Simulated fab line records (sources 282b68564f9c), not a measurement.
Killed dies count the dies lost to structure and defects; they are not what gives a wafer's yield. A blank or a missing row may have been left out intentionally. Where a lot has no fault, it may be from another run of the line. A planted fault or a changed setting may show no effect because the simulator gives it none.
What tool caused it? -- flow rit cmos -- 7 lots, 21 wafers sampled, at 4 steps of a route of 202

WHAT THE GAUGES SHOWED, per wafer
RIT_NRETRO_TW_MEAS_10.
lot,measured,on,NRETRO_TW
L222,day 2 11:17,film metro-03,1081 1076 1081
L224,day 2 20:42,film metro-02,1062 1062 1061
L226,day 3 07:53,film metro-03,1089 1082 1088
L228,day 3 16:29,film metro-04,924 920 928 926 932 926
L239,day 6 00:32,film metro-04,1073 1071 1074
L242,day 6 14:40,film metro-02,1064 1062 1067
L244,day 7 00:50,film metro-03,1080 1081 1081

WHAT TOOL EACH LOT RAN ON (gives the tool, then ch and the chambers of the sampled wafers, and finally the start)
lot,RIT_NWELL_STRIP_09,RIT_NRETRO_IMPLANT_08,RIT_NRETRO_STRIP_09
L222,"plasma asher-04 ch 0,1, day 2 02:24","implanter-02 ch 0, day 2 10:58","plasma asher-02 ch 0,1, day 2 11:07"
L224,"plasma asher-01 ch 0,1, day 2 11:55","implanter-03 ch 0, day 2 20:23","plasma asher-03 ch 0,1, day 2 20:32"
L226,"plasma asher-04 ch 0,1, day 2 23:02","implanter-04 ch 0, day 3 07:35","plasma asher-01 ch 1, day 3 07:43"
L228,"plasma asher-02 ch 0,1, day 3 07:37","implanter-03 ch 0, day 3 16:11","plasma asher-01 ch 0,1, day 3 16:20"
L239,"plasma asher-02 ch 0,1, day 5 15:38","implanter-04 ch 0, day 6 00:14","plasma asher-03 ch 0,1, day 6 00:24"
L242,"plasma asher-02 ch 0,1, day 6 05:43","implanter-04 ch 0, day 6 14:22","plasma asher-01 ch 0,1, day 6 14:29"
L244,"plasma asher-01 ch 0,1, day 6 15:37","implanter-02 ch 0, day 7 00:31","plasma asher-01 ch 0,1, day 7 00:40"
- RIT_NWELL_STRIP_09: strips in O2, time 180 s.
- RIT_NRETRO_IMPLANT_08
- RIT_NRETRO_STRIP_09: strips in O2, time 180 s.

THE ANSWER, worked out from the rows above alone
Rule: usual is defined by the lots themselves. The widest of any qualifying gaps counts: lots, ordered by their means at a reading, are off when they make up no more than a third of the lots, leave a main group of 4 or more, and stand apart from it by 3 or more times the standard deviation of that group's means. Not used: any main group whose means are identical at the precision the tables above print for the reading. Also off: a lot with no number at a reading for which 4 or more lots have one. The other lots that the step has rows for count as sound.
Off: L228, seen at RIT_NRETRO_TW_MEAS_10 (NRETRO_TW). Main group: mean 1074, sd 8.9.
A tool fits if, at a process step before that reading, it ran every lot that is off, and no sound lot after the first of them. Gauges at RIT_NRETRO_TW_MEAS_10: tried the same way as those tools. One candidate fits, namely implanter-03 at RIT_NRETRO_IMPLANT_08. A fault onset in the window from L224 (day 2 20:23, its last sound lot) to L228 (day 3 16:11, its first lot off) fits.

WHAT WAS PUT IN BY THE SIMULATOR
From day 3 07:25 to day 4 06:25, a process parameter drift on implanter-03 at RIT_NRETRO_IMPLANT_08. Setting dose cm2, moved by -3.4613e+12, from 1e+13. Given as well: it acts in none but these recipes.
Struck lots among those shown: L228. The rule above reached the same finding.
